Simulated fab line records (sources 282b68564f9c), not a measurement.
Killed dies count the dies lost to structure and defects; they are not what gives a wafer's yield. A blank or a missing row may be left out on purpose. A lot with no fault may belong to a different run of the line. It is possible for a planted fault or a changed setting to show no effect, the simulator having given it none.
A struck lot beside a sound one -- flow rit_cmos -- 14 steps out of a route of 202
Sound: these wafers, L121.3, L121.4, L121.6. Wafers L128.1, L128.2, L128.5 were the ones struck. The cause is given at the end.
Each step with rows lists, per side, the tool, then ch with its chambers, then its first start. Under that, the readings that differ: sound wafers -- struck wafers -- difference of the means -- sigmas: that difference in standard deviations of wafers without a fault.
alike: a reading whose means differ by less than 2 such deviations, as well as words and numbers matching on both sides. not compared: withheld readings; readings where some wafer has no value; bounds like >300 that might hide an equal value; numbers whose values overlap and for which the record gives no deviation.
Wherever a step has rows on one side only, a row that says differs or no value, or a row with sigmas, the two part there. Non-overlapping numbers with no deviation appear without sigmas and do not part them. Lack of a reading on every wafer of one side parts them only where that side has two or more wafers.

first, 2 steps without rows for these wafers: RIT_PWELL_HARDBAKE_07 (time 120 s); RIT_PWELL_IMPLANT_08.
RIT_PWELL_STRIP_09: strips in O2, time 180 s.
  sound on plasma_asher-03 ch 0,1, day 3 02:59; struck on plasma_asher-01 ch 0,1, day 4 06:59
  alike: drypump_motor_current_A, rf_refl_power_W
  not compared: rf_hours_counter_h
RIT_PWELL_TW_MEAS_10:
  sound on film_metro-02 at day 3 03:07; struck on film_metro-02 at day 4 07:09
  alike: PWELL_TW
then, 1 step without rows for these wafers: RIT_WELLDRIVE_ANNEAL_00 (time 14700 s).
RIT_WELLDRIVE_RS_MEAS_01: measurement is done with a four-point probe.
  sound on film_metro-02 at day 3 08:41; struck on film_metro-01 at day 4 13:39
  alike: NWELL_RS
RIT_WELLDRIVE_RS_MEAS_02: measurement is done with a four-point probe.
  sound on film_metro-02 at day 3 08:49; struck on film_metro-01 at day 4 13:46
  alike: PWELL_RS
then, 5 steps without rows for these wafers: RIT_NRETRO_HMDS_00 (prime time 60 s); RIT_NRETRO_COAT_01 (resist thk 1300 nm); RIT_NRETRO_SOFTBAKE_02 (time 60 s); RIT_NRETRO_EXPOSE_03 (exposes mask M4, target cd 43900 nm); RIT_NRETRO_PEB_04.
RIT_NRETRO_DEVELOP_05: develop time 68 s.
  sound on litho_track-04 ch 0, day 3 09:00; struck on litho_track-01, day 4 14:00
  no value came back on the struck wafers for chill_plate_temp_C (C), develop_time_s (s); on the sound wafers chill_plate_temp_C (C) reads 23.01 23.08 23.11
RIT_NRETRO_OVL_MEAS_06:
  sound on overlay-01 at day 3 09:54; struck on overlay-02 at day 4 14:46
reading,sound,struck,difference,sigmas
NRETRO_OVL (nm),-2.1 -1.5 -3.1,- - -,no value on the struck wafers,

== WHERE THEY PART ==
Earliest at RIT_NRETRO_DEVELOP_05; latest, in this record, at RIT_NRETRO_OVL_MEAS_06.

WHY: whatever the simulator had introduced
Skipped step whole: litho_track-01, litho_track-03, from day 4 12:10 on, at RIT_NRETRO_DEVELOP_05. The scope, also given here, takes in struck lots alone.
